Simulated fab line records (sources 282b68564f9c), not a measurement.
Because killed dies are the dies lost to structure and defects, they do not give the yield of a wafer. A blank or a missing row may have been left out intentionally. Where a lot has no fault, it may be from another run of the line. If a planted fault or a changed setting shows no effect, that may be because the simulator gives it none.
fab line records ; flow rit_cmos
record: lots: 5; wafers: 15; last_day: 7
route steps=202 shown ACTIVE@14 FOX1@20 FOX2@23 M1@202
lots that met no fault: from a run of the same line without faults
start_h: start of the lot's first displayed wafer, in hours after the record's first day ; wait_h: hours elapsed since this lot's preceding step ; " repeats the value in the row above ; L1.1+2: several wafers, shown together as one row ; - value missing, or start not given ; * or withheld: withheld ; < > ~ a bound
route shown NAME@n: a module of which the file shows steps, and the number in the route of the first ; usual: mean and standard deviation over wafers with no fault ; same: alike in all rows ; chamber/n: place in a boat ; sites: per-site readings ; _std_site: the standard deviation of these ; _edge_site: mean of outer sites minus mean of inner sites ; radius_mm: for every site, how far away it sits from the centre of the wafer ; mask NAME#n: copy n ; behind: the most recent tool/chamber to have shaped the wafer ; hold: what put the lot on hold/how long, in hours/how the hold closed ; device: transistor that didn't switch, given as n, p or np ; end of line: the same wafers' tests at the end of the route ; a step with no rows: only its recipe ; killed: count of dies lost to structure and defects at first sort (not the wafer's yield) ; map: shows each die of a wafer: x if killed, . if not, _ if none is there
set.NAME: the run value of the setting; set.NAME@STEP: its run value at that earlier step ; model.NAME: the simulator's own value behind a step, which no gauge read
lots at some steps of the route; a table a step, a row a wafer
services: from which hour (start_h, from the record's first day; less than 0 if before it) a tool's chamber was out of use, for how many hours, and why
== steps ==
step: RIT_ACTIVE_ETCH_13
recipe: stop_on: SiO2; chemistry: SF6; target: Si3N4; time_s: 210; over_etch_frac: 0.4; SF6_flow_sccm: 200; pressure_mtorr: 260; rf_w: 125; target_depth_a: 2100
usual: drypump_motor_current_A: 5.7/0.44; oes_product_au: 0.816/0.012; run_length_s: 238.4/0.45; throttle_valve_pct: 7.52/0.12
same: over_etch_frac: 0.4
lot.wafer;tool;chamber;start_h;wait_h;drypump_motor_current_A;oes_product_au;rf_hours_counter_h;run_length_s;throttle_valve_pct
L458.3;rie_diel-02;0;55.41;0.1;5.8;0.815;38;239.0;7.41
L458.4;rie_diel-02;0;55.41;0.1;5.8;0.807;-;238.9;7.41
L458.5;rie_diel-02;3;55.41;0.1;6.0;0.822;-;238.4;7.74
L462.3;rie_diel-04;0;74.76;0.1;4.8;0.813;78;238.6;7.73
L462.4;rie_diel-04;2;74.76;0.1;6.3;0.811;3;238.1;7.53
L462.5;rie_diel-04;1;74.76;0.1;6.2;0.807;-;238.5;7.48
L466.1;rie_diel-02;2;98.29;0.1;5.3;0.847;65;238.0;7.35
L466.3;rie_diel-02;1;98.29;0.1;5.2;0.823;71;237.6;7.45
L466.5;rie_diel-02;1;98.29;0.1;5.2;0.828;-;237.3;7.45
L472.2;rie_diel-01;0;125.72;0.1;5.7;0.821;1;238.7;7.69
L472.5;rie_diel-01;2;125.72;0.1;6.0;0.803;-;238.4;7.51
L472.6;rie_diel-01;3;125.72;0.1;6.1;0.833;-;238.5;7.57
L473.3;rie_diel-01;2;132.85;0.1;6.0;0.810;83;238.8;7.52
L473.4;rie_diel-01;3;132.85;0.1;6.0;0.829;6;238.9;7.56
L473.6;rie_diel-01;1;132.85;0.1;5.6;0.809;-;238.4;7.49
step: RIT_ACTIVE_STRIP_14
recipe: chemistry: O2; time_s: 180; resist: NOVOLAK; platen_temp_c: withheld; power_w: 500; pressure_mtorr: 4000; o2_flow_sccm: 4000
usual: drypump_motor_current_A: 5.4/0.42
lot.wafer;tool;chamber;start_h;wait_h;drypump_motor_current_A;rf_hours_counter_h
L458.3;plasma_asher-01;1;55.60;0.1;4.9;-
L458.4;plasma_asher-01;0;55.60;0.1;5.0;-
L458.5;plasma_asher-01;1;55.60;0.1;4.9;-
L462.3;plasma_asher-04;1;74.95;0.1;5.3;-
L462.4;plasma_asher-04;0;74.95;0.1;6.0;-
L462.5;plasma_asher-04;1;74.95;0.1;5.3;-
L466.1;plasma_asher-04;0;98.42;0.1;6.0;44
L466.3;plasma_asher-04;1;98.42;0.1;5.3;-
L466.5;plasma_asher-04;0;98.42;0.1;5.9;-
L472.2;plasma_asher-04;0;125.86;0.1;5.9;1
L472.5;plasma_asher-04;1;125.86;0.1;5.3;-
L472.6;plasma_asher-04;0;125.86;0.1;5.9;-
L473.3;plasma_asher-01;0;133.05;0.1;5.0;-
L473.4;plasma_asher-01;1;133.05;0.1;4.8;-
L473.6;plasma_asher-01;0;133.05;0.1;5.0;-
step: RIT_ACTIVE_CD_MEAS_90
recipe: target_cd_nm: 1400
usual: cd_nm: 1399.9/2.1
lot.wafer;tool;chamber;start_h;wait_h;cd_nm
L458.3;cd_sem-02;-;55.76;0.1;1398.1
L458.4;cd_sem-02;-;55.76;0.1;1396.2
L458.5;cd_sem-02;-;55.76;0.1;1398.3
L462.3;cd_sem-01;-;75.11;0.1;1399.2
L462.4;cd_sem-01;-;75.11;0.1;1400.6
L462.5;cd_sem-01;-;75.11;0.1;1401.4
L466.1;cd_sem-01;-;98.59;0.1;1402.9
L466.3;cd_sem-01;-;98.59;0.1;1401.8
L466.5;cd_sem-01;-;98.59;0.1;1400.7
L472.2;cd_sem-02;-;126.05;0.1;1399.8
L472.5;cd_sem-02;-;126.05;0.1;1398.7
L472.6;cd_sem-02;-;126.05;0.1;1398.2
L473.3;cd_sem-02;-;133.20;0.1;1397.2
L473.4;cd_sem-02;-;133.20;0.1;1396.9
L473.6;cd_sem-02;-;133.20;0.1;1397.2
step: RIT_ACTIVE_CLEAN_15
recipe: chemistry: SC1; mix: 3:3:50; time_s: 575.9; temp_c: 75
step: RIT_ACTIVE_CLEAN_16
recipe: chemistry: dHF; dilution: 50:1; time_s: 30
step: RIT_ACTIVE_CLEAN_17
recipe: chemistry: SC2; mix: 3:3:50; time_s: 600; temp_c: 75; dry: n2_spin
step: RIT_FOX1_OXIDATION_00
recipe: temp_c: 1100; ambient: H2O; target_thk_a: 3507; p_h2o_torr: 720; ox_time_s: 1130
step: RIT_FOX1_THK_MEAS_01
recipe: reads: SiO2_of_FOX1_OXIDATION_00
usual: FOX1_OXIDE_THK: 353/7.1
lot.wafer;tool;chamber;start_h;wait_h;FOX1_OXIDE_THK[nm]
L458.3;film_metro-01;-;58.85;0.0;363
L458.4;film_metro-01;-;58.85;0.0;372
L458.5;film_metro-01;-;58.85;0.0;364
L462.3;film_metro-01;-;80.93;0.0;355
L462.4;film_metro-01;-;80.93;0.0;351
L462.5;film_metro-01;-;80.93;0.0;356
L466.1;film_metro-03;-;100.84;0.0;356
L466.3;film_metro-03;-;100.84;0.0;354
L466.5;film_metro-03;-;100.84;0.0;348
L472.2;film_metro-03;-;131.33;0.0;368
L472.5;film_metro-03;-;131.33;0.0;365
L472.6;film_metro-03;-;131.33;0.0;357
L473.3;film_metro-01;-;136.15;0.0;353
L473.4;film_metro-01;-;136.15;0.0;363
L473.6;film_metro-01;-;136.15;0.0;359
step: RIT_FOX1_WET_ETCH_02
recipe: chemistry: BOE; target_depth_nm: 350; time_s: 390; temp_c: 21.5; dry: n2_spin; dilution: 10:1; target: SiO2
step: RIT_FOX2_OXIDATION_00
recipe: temp_c: 1100; ambient: H2O; target_thk_a: 3507; p_h2o_torr: 720; ox_time_s: 1130
step: RIT_FOX2_THK_MEAS_01
recipe: reads: SiO2_of_FOX2_OXIDATION_00
usual: FOX2_OXIDE_THK: 350/7.9
lot.wafer;tool;chamber;start_h;wait_h;FOX2_OXIDE_THK[nm]
L458.3;film_metro-01;-;60.37;0.0;357
L458.4;film_metro-01;-;60.37;0.0;357
L458.5;film_metro-01;-;60.37;0.0;359
L462.3;film_metro-01;-;84.20;0.0;347
L462.4;film_metro-01;-;84.20;0.0;338
L462.5;film_metro-01;-;84.20;0.0;344
L466.1;film_metro-04;-;105.23;0.0;344
L466.3;film_metro-04;-;105.23;0.0;344
L466.5;film_metro-04;-;105.23;0.0;340
L472.2;film_metro-03;-;134.58;0.0;343
L472.5;film_metro-03;-;134.58;0.0;349
L472.6;film_metro-03;-;134.58;0.0;346
L473.3;film_metro-01;-;138.39;0.0;356
L473.4;film_metro-01;-;138.39;0.0;359
L473.6;film_metro-01;-;138.39;0.0;351
step: RIT_FOX2_CLEAN_02
recipe: chemistry: dHF; dilution: 50:1; time_s: 180
step: RIT_FOX2_WET_ETCH_03
recipe: chemistry: H3PO4; target: Si3N4; target_depth_nm: 195; temp_c: 165; time_s: 2700
usual: run_length_s: 2728/3.8
lot.wafer;tool;chamber;start_h;wait_h;run_length_s;model.SiO2_of_ACTIVE_OXIDATION_01.thk_nm
L458.3;wet_bench-04;3;60.47;0.0;2727;40.33
L458.4;wet_bench-04;3;60.47;0.0;2727;40.34
L458.5;wet_bench-04;3;60.47;0.0;2727;41.71
L462.3;wet_bench-02;2;84.30;0.0;2733;41.51
L462.4;wet_bench-02;2;84.30;0.0;2733;41.34
L462.5;wet_bench-02;2;84.30;0.0;2733;41.87
L466.1;wet_bench-02;0;105.35;0.0;4345;38.06
L466.3;wet_bench-02;0;105.35;0.0;4345;37.97
L466.5;wet_bench-02;0;105.35;0.0;4345;38.36
L472.2;wet_bench-02;3;134.69;0.0;2726;42.69
L472.5;wet_bench-02;3;134.69;0.0;2726;42.21
L472.6;wet_bench-02;3;134.69;0.0;2726;43.43
L473.3;wet_bench-01;2;138.50;0.0;2726;42.46
L473.4;wet_bench-01;2;138.50;0.0;2726;42.86
L473.6;wet_bench-01;2;138.50;0.0;2726;42.91
step: RIT_FOX2_THK_MEAS_90
recipe: reads: SiO2_of_FOX2_OXIDATION_00
usual: FIELD_OXIDE_LEFT_1_THK: 323/7.9
lot.wafer;tool;chamber;start_h;wait_h;FIELD_OXIDE_LEFT_1_THK[nm]
L458.3;film_metro-04;-;61.25;0.0;329
L458.4;film_metro-04;-;61.25;0.0;330
L458.5;film_metro-04;-;61.25;0.0;332
L462.3;film_metro-01;-;85.15;0.0;319
L462.4;film_metro-01;-;85.15;0.0;310
L462.5;film_metro-01;-;85.15;0.0;317
L466.1;film_metro-04;-;106.11;0.0;310
L466.3;film_metro-04;-;106.11;0.0;310
L466.5;film_metro-04;-;106.11;0.0;306
L472.2;film_metro-01;-;135.45;0.0;316
L472.5;film_metro-01;-;135.45;0.0;322
L472.6;film_metro-01;-;135.45;0.0;318
L473.3;film_metro-04;-;139.28;0.0;329
L473.4;film_metro-04;-;139.28;0.0;332
L473.6;film_metro-04;-;139.28;0.0;323
step: RIT_M1_PROBE_99
usual: killed_at_M0_to_M3: 0.0/0.12; killed_at_contacts: 0.1/0.25; killed_at_front_end: 7/3.2; killed_dies: 7/3.2; killed_on_rim: 2.1/1.5; killed_open: 3.5/2.2; killed_short: 3.6/2.1
same: gross_dies: 264; killed_at_M4_up: 0; killed_at_back_side: 0; killed_at_other: 0
lot.wafer;tool;chamber;start_h;wait_h;killed_at_M0_to_M3;killed_at_contacts;killed_at_front_end;killed_dies;killed_on_rim;killed_open;killed_short
L458.3;prober-02;-;103.71;0.2;0;0;8;8;1;5;3
L458.4;prober-02;-;103.76;0.2;0;1;9;10;6;4;6
L458.5;prober-02;-;103.81;0.2;0;0;7;7;3;3;4
L462.3;prober-02;-;134.95;0.2;0;0;12;12;2;2;10
L462.4;prober-02;-;135.00;0.2;0;0;5;5;2;1;4
L462.5;prober-02;-;135.05;0.2;0;0;4;4;1;2;2
L466.1;prober-02;-;151.22;0.1;0;1;7;8;3;3;5
L466.3;prober-02;-;151.32;0.2;0;0;10;10;4;5;5
L466.5;prober-02;-;151.42;0.2;1;0;5;6;1;3;3
L472.2;prober-02;-;175.90;0.1;0;0;9;9;0;4;5
L472.5;prober-02;-;176.05;0.2;0;0;13;13;2;7;6
L472.6;prober-02;-;176.10;0.2;0;1;6;7;2;4;3
L473.3;prober-01;-;178.46;0.2;0;0;4;4;1;0;4
L473.4;prober-01;-;178.51;0.2;0;0;5;5;0;3;2
L473.6;prober-01;-;178.61;0.2;0;0;11;11;2;2;9
killed by level:class
L458.3 GATE:geometric_particle:open=5 FOX1:geometric_particle:short=1 FOX2:geometric_particle:short=1 SPACER:geometric_particle:short=1
L458.4 SILICIDE:geometric_particle:short=3 GATE:geometric_particle:short=2 SILICIDE:geometric_particle:open=2 GATE:geometric_particle:open=1 SPACER:geometric_particle:short=1 CONTACT:geometric_particle:open=1
L458.5 GATE:geometric_particle:open=2 GATE:geometric_particle:short=2 SILICIDE:geometric_particle:short=2 REOX:geometric_particle:open=1
L462.3 SILICIDE:geometric_particle:short=5 FOX2:geometric_particle:short=2 GATE:geometric_particle:short=2 FOX1:geometric_particle:short=1 GATE:geometric_particle:open=1 SPACER:geometric_particle:open=1
L462.4 GATE:geometric_particle:short=3 FOX1:geometric_particle:open=1 SPACER:geometric_particle:short=1
L462.5 GATE:geometric_particle:short=2 GATE:geometric_particle:open=1 SPACER:geometric_particle:open=1
L466.1 SPACER:geometric_particle:short=2 SPACER:geometric_particle:open=2 FOX1:geometric_particle:short=1 SILICIDE:geometric_particle:open=1 SILICIDE:geometric_particle:short=1 CONTACT:geometric_particle:short=1
L466.3 GATE:geometric_particle:short=3 FOX1:geometric_particle:open=2 GATE:geometric_particle:open=2 REOX:geometric_particle:open=1 REOX:geometric_particle:short=1 SPACER:geometric_particle:short=1
L466.5 FOX1:geometric_particle:short=1 FOX2:geometric_particle:open=1 REOX:geometric_particle:open=1 SILICIDE:geometric_particle:short=1 SILICIDE:geometric_particle:open=1 M1:geometric_particle:short=1
L472.2 GATE:geometric_particle:short=2 FOX1:geometric_particle:open=1 GATE:geometric_particle:open=1 REOX:geometric_particle:short=1 REOX:geometric_particle:open=1 SPACER:geometric_particle:short=1 SPACER:geometric_particle:open=1 SILICIDE:geometric_particle:short=1
L472.5 GATE:geometric_particle:open=3 REOX:geometric_particle:open=2 ACTIVE:geometric_particle:open=1 FOX1:geometric_particle:short=1 FOX1:geometric_particle:open=1 FOX2:geometric_particle:short=1 GATE:geometric_particle:short=1 REOX:geometric_particle:short=1
L472.6 FOX1:geometric_particle:open=2 GATE:geometric_particle:short=1 REOX:geometric_particle:open=1 SPACER:geometric_particle:short=1 SILICIDE:geometric_particle:short=1 CONTACT:geometric_particle:open=1
L473.3 FOX1:geometric_particle:short=2 GATE:geometric_particle:short=2
L473.4 FOX1:geometric_particle:open=3 FOX1:geometric_particle:short=1 GATE:geometric_particle:short=1
L473.6 SPACER:geometric_particle:short=3 FOX1:geometric_particle:short=2 GATE:geometric_particle:open=2 SILICIDE:geometric_particle:short=2 FOX2:geometric_particle:short=1 GATE:geometric_particle:short=1
== services ==
tool;chamber;start_h;hours;kind
rie_diel-01;0;33.63;-;clean
rie_diel-01;0;33.63;16.7;scheduled_down
rie_diel-01;0;33.63;16.7;vent_cycle
plasma_asher-04;-;43.51;3.7;repair
rie_diel-02;2;47.65;16.1;repair
rie_diel-01;1;49.92;13.7;repair
plasma_asher-04;-;51.11;3.1;repair
rie_diel-01;2;52.35;3.6;repair
rie_diel-04;2;62.58;1.5;repair
plasma_asher-04;-;77.09;1.1;repair
rie_diel-01;-;84.90;2.8;pm
rie_diel-01;-;90.31;14.6;pm
rie_diel-04;3;103.86;3.8;repair
plasma_asher-04;-;108.75;9.0;pm
plasma_asher-04;0;108.75;9.0;vent_cycle
plasma_asher-04;1;108.75;9.0;vent_cycle
plasma_asher-04;0;117.75;-;clean
plasma_asher-04;1;117.75;-;clean
rie_diel-02;3;121.40;9.6;repair
rie_diel-01;1;123.80;4.4;repair
plasma_asher-04;-;131.12;4.3;pm
== key ==
first_sign: step: RIT_FOX2_WET_ETCH_03; reading: run_length_s; direction: up; sigmas: 99+; usual: *; struck: *
effect none on later readings
model_effect: step: RIT_FOX2_WET_ETCH_03; value: SiO2_of_ACTIVE_OXIDATION_01.thk_nm; without: 41.28; struck: 38.13
met_at RIT_FOX2_WET_ETCH_03
struck_wafers L466.1,L466.3,L466.5
tester_left_out L466
fault: kind: process_parameter_drift; tool: wet_bench-02; chamber: 0; onset_h: 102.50; steps: RIT_FOX2_WET_ETCH_03; channel: time_s; offset: *; shape: step; end_h: 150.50; acts_in: *; stated: *
tester_left_out: of these lots the tester's yield and bins aren't shown, on N5 and GAA mostly nor the transistor test; their killed dies are dies lost to structure and defects alone, not to doping, threshold or leakage, so they don't give the yield
